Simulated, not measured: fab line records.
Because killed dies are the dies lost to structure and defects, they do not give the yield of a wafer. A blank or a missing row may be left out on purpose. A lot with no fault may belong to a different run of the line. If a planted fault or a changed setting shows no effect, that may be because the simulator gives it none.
Lot-split experiment | flow berkeley cmos170 | 5 lots, 23 wafers read, on a route of 331 steps

## THE SPLIT
At UCB170_V1_COAT_07 (resist thk 900 nm), the setting spin rpm was moved away from the recipe's 1500 rpm on 10 of the 23 wafers read, by -4.8% to +6.2%. This setting was run at the recipe's value on the other wafers.

There is no step in the file separating the split from the reading.

## THE READING
KrF_of_V1_COAT_07.thk nm (the simulator's own value, which no gauge read), in nm, at UCB170_V1_ETCH_14 (etches SiO2 in CHF3/CF4/Ar, stops on Al, target depth 1250 nm, time 291 s). The file does not state a usual value for it. The 13 wafers here that ran the recipe average 612.9 nm, standard deviation 7.6 nm.

wafer  | tool, chamber at the split | spin rpm as run, rpm | against the recipe | KrF_of_V1_COAT_07.thk nm, nm | against lot-mates on the recipe
L076.1 | litho track-02, 0          | 1593                 | +6.2%              | 589.2                        | -24.3
L076.2 | litho track-02, 0          | 1500                 | recipe             | 620.6                        | -
L076.3 | litho track-02, 0          | 1500                 | recipe             | 610                          | -
L076.6 | litho track-02, 0          | 1500                 | recipe             | 610                          | -
L076.5 | litho track-02, 0          | 1593                 | +6.2%              | 579.7                        | -33.8
L080.1 | litho track-01, 0          | 1428                 | -4.8%              | 625.5                        | +9.2
L080.2 | litho track-01, 0          | 1500                 | recipe             | 608.5                        | -
L080.3 | litho track-01, 0          | 1500                 | recipe             | 624.1                        | -
L080.4 | litho track-01, 0          | 1428                 | -4.8%              | 651.4                        | +35.1
L080.6 | litho track-01, 0          | 1428                 | -4.8%              | 650.7                        | +34.4
L081.2 | litho track-01, 0          | 1590                 | +6.0%              | 579.9                        | -23.9
L081.3 | litho track-01, 0          | 1500                 | recipe             | 594.6                        | -
L081.4 | litho track-01, 0          | 1500                 | recipe             | 609.5                        | -
L081.5 | litho track-01, 0          | 1500                 | recipe             | 607.2                        | -
L081.6 | litho track-01, 0          | 1590                 | +6.0%              | 573.1                        | -30.7
L082.1 | litho track-02, 0          | 1500                 | recipe             | 620.8                        | -
L082.4 | litho track-02, 0          | 1500                 | recipe             | 612.4                        | -
L082.6 | litho track-02, 0          | 1500                 | recipe             | 622.4                        | -
L083.1 | litho track-02, 0          | 1500                 | recipe             | 614.9                        | -
L083.2 | litho track-02, 0          | 1555                 | +3.7%              | 601.5                        | -12.5
L083.4 | litho track-02, 0          | 1555                 | +3.7%              | 585.6                        | -28.4
L083.5 | litho track-02, 0          | 1500                 | recipe             | 613.2                        | -
L083.6 | litho track-02, 0          | 1555                 | +3.7%              | 577.3                        | -36.8

THE FIT
A straight line over all 23 wafers: KrF_of_V1_COAT_07.thk nm changes by -5.79 nm for each +1% of spin rpm; r = -0.91; the points scatter about the line by 9.1 nm.
The same after taking each lot's own level away (the mean of its wafers on the recipe; 23 wafers): -5.22 nm for each +1%; r = -0.91; scatter 8.1 nm.
The reading moves by 32 nm for the largest change in spin rpm, on that fit.
The span of the lots' own levels, 603.77 to 618.53 nm, comes to 1.9 times the standard deviation stated above.
In other words, the slope is changed by the lot-to-lot level; the two fits disagree.
Check: with one of the wafers moved furthest among these (+6.2%) left out of the fit, the line predicts -34 nm for it against its lot-mates. Against them it came out at -24.3 nm.

## FURTHER SPLITS ON THESE WAFERS
These wafers also went through other splits before the reading. Each is held against what the fit with the lots' levels taken away leaves over:
other split on the same wafers   | wafers away from the commonest value | r with KrF_of_V1_COAT_07.thk nm (lot level and that fit taken away)
UCB170_SPACER_CVD_00 time s      | 11                                   | +0.17
UCB170_PSD_EXPOSE_03 dose mj     | 8                                    | +0.19
UCB170_NSD_EXPOSE_03 dose mj     | 8                                    | +0.17
UCB170_CONTACT_EXPOSE_12 dose mj | 10                                   | -0.17
UCB170_M1_SPUTTER_00 time s      | 6                                    | -0.08

## THE WHOLE CHAIN: every reading that the file lists as answering this split, in the file's order
step               | what it does                                                              | reading                                                                   | change (the file's fit)              | r (the file's)
UCB170_V1_COAT_07  | resist thk 900 nm                                                         | KrF_of_V1_COAT_07.thk nm (the simulator's own value, which no gauge read) | -4.31 nm for each +1% of the setting | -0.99
UCB170_V1_ETCH_14  | etches SiO2 in CHF3/CF4/Ar, stops on Al, target depth 1250 nm, time 291 s | KrF_of_V1_COAT_07.thk nm (the simulator's own value, which no gauge read) | -5.09 nm for each +1% of the setting | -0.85
UCB170_V1_STRIP_15 | strips in O2                                                              | strip time to endpoint s                                                  | withheld for each +1% of the setting | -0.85

## FILE'S OWN FIT
KrF_of_V1_COAT_07.thk nm changes by -5.09 nm for each +1% of spin rpm, r = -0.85.
